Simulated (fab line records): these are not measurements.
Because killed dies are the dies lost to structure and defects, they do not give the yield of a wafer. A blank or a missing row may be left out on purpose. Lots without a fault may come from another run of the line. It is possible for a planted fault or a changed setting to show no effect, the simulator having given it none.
Split-lot experiment ; flow rit cmos ; 5 lots, 23 wafers read, on a route of 202 steps

## ON THE SPLIT
At RIT_NSD_COAT_01 (resist thk 1000 nm), the setting spin rpm was moved away from the recipe's 3250 rpm on 6 of the 23 wafers read, by +1.9% to +4.2%. The other wafers ran this setting at the recipe's value.

## FROM THE SPLIT TO THE READING: what the file shows between them, 3 steps
- RIT_NSD_SOFTBAKE_02: time 60 s
- RIT_NSD_EXPOSE_03: exposes mask M9, target cd 40700 nm
- RIT_NSD_DEVELOP_05: develop time 50 s

## THE READING
NOVOLAK_of_NSD_COAT_01.thk nm (the simulator's own value, which no gauge read), in nm, at RIT_NSD_HARDBAKE_07 (time 60 s). The file gives no usual value for it. Here, 17 wafers ran the recipe; their average is 885.7 nm with a standard deviation of 2.7 nm.

wafer;tool, chamber at the split;spin rpm as run, rpm;against the recipe;NOVOLAK_of_NSD_COAT_01.thk nm, nm;against lot-mates on the recipe
L076.1;litho track-02, 0;3363;+3.5%;871.4;-16.5
L076.2;litho track-02, 0;3250;recipe;889.1;-
L076.4;litho track-02, 0;3250;recipe;887;-
L076.5;litho track-02, 0;3250;recipe;887.7;-
L076.6;litho track-02, 0;3363;+3.5%;873.5;-14.4
L077.2;litho track-02, 0;3250;recipe;888.7;-
L077.3;litho track-02, 0;3250;recipe;889.3;-
L077.4;litho track-02, 0;3311;+1.9%;878.6;-9.5
L077.5;litho track-02, 0;3250;recipe;886.4;-
L077.6;litho track-02, 0;3311;+1.9%;879.3;-8.8
L079.1;litho track-02, 0;3250;recipe;884.8;-
L079.3;litho track-02, 0;3250;recipe;883.5;-
L079.6;litho track-02, 0;3250;recipe;883.5;-
L079.4;litho track-02, 0;3250;recipe;881.2;-
L079.5;litho track-02, 0;3250;recipe;882.5;-
L084.1;litho track-01, 0;3250;recipe;883.6;-
L084.4;litho track-01, 0;3250;recipe;883.4;-
L084.5;litho track-01, 0;3250;recipe;881.9;-
L085.1;litho track-02, 0;3250;recipe;887.3;-
L085.2;litho track-02, 0;3386;+4.2%;868.1;-20.1
L085.3;litho track-02, 0;3386;+4.2%;869;-19.2
L085.5;litho track-02, 0;3250;recipe;888.1;-
L085.6;litho track-02, 0;3250;recipe;889.2;-

THE FIT
A straight line over all 23 wafers: NOVOLAK_of_NSD_COAT_01.thk nm changes by -3.96 nm for each +1% of spin rpm; r = -0.93; the points scatter about the line by 2.5 nm.
The same after taking each lot's own level away (the mean of its wafers on the recipe; 23 wafers): -4.62 nm for each +1%; r = -0.99; scatter 1 nm.
That fit puts the effect of the largest move of spin rpm on the reading at 19 nm.
The lots' own levels span 882.97 to 888.20 nm, that is 1.9 times the standard deviation above.
Hence the slope depends on the lot-to-lot level, as the two fits are not the same.
Check: with one of the wafers moved furthest among these (+4.2%) left out of the fit, the line predicts -19.1 nm for it against its lot-mates. Against them it came out at -20.1 nm.

## THE OTHER SPLITS THESE WAFERS WENT THROUGH
Other splits were also applied to these wafers ahead of the reading. Each is held against what the fit with the lots' levels taken away leaves over:
other split on the same wafers;wafers away from the commonest value;r with NOVOLAK_of_NSD_COAT_01.thk nm (lot level and that fit taken away)
RIT_NLDD_IMPLANT_08 energy kev;11;+0.02
RIT_PLDD_IMPLANT_08 dose cm2;11;+0.18
RIT_SPACER_CVD_03 sih2cl2 flow sccm;18;-0.06

## THE WHOLE CHAIN: every reading that the file lists as answering this split, in the file's order
step;what it does;reading;change (the file's fit);r (the file's)
RIT_NSD_COAT_01;resist thk 1000 nm;NOVOLAK_of_NSD_COAT_01.thk nm (the simulator's own value, which no gauge read);-5.28 nm for each +1% of the setting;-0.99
RIT_NSD_HARDBAKE_07;time 60 s;NOVOLAK_of_NSD_COAT_01.thk nm (the simulator's own value, which no gauge read);-4.63 nm for each +1% of the setting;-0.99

## FILE'S OWN FIT
NOVOLAK_of_NSD_COAT_01.thk nm changes by -4.63 nm for each +1% of spin rpm, r = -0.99.
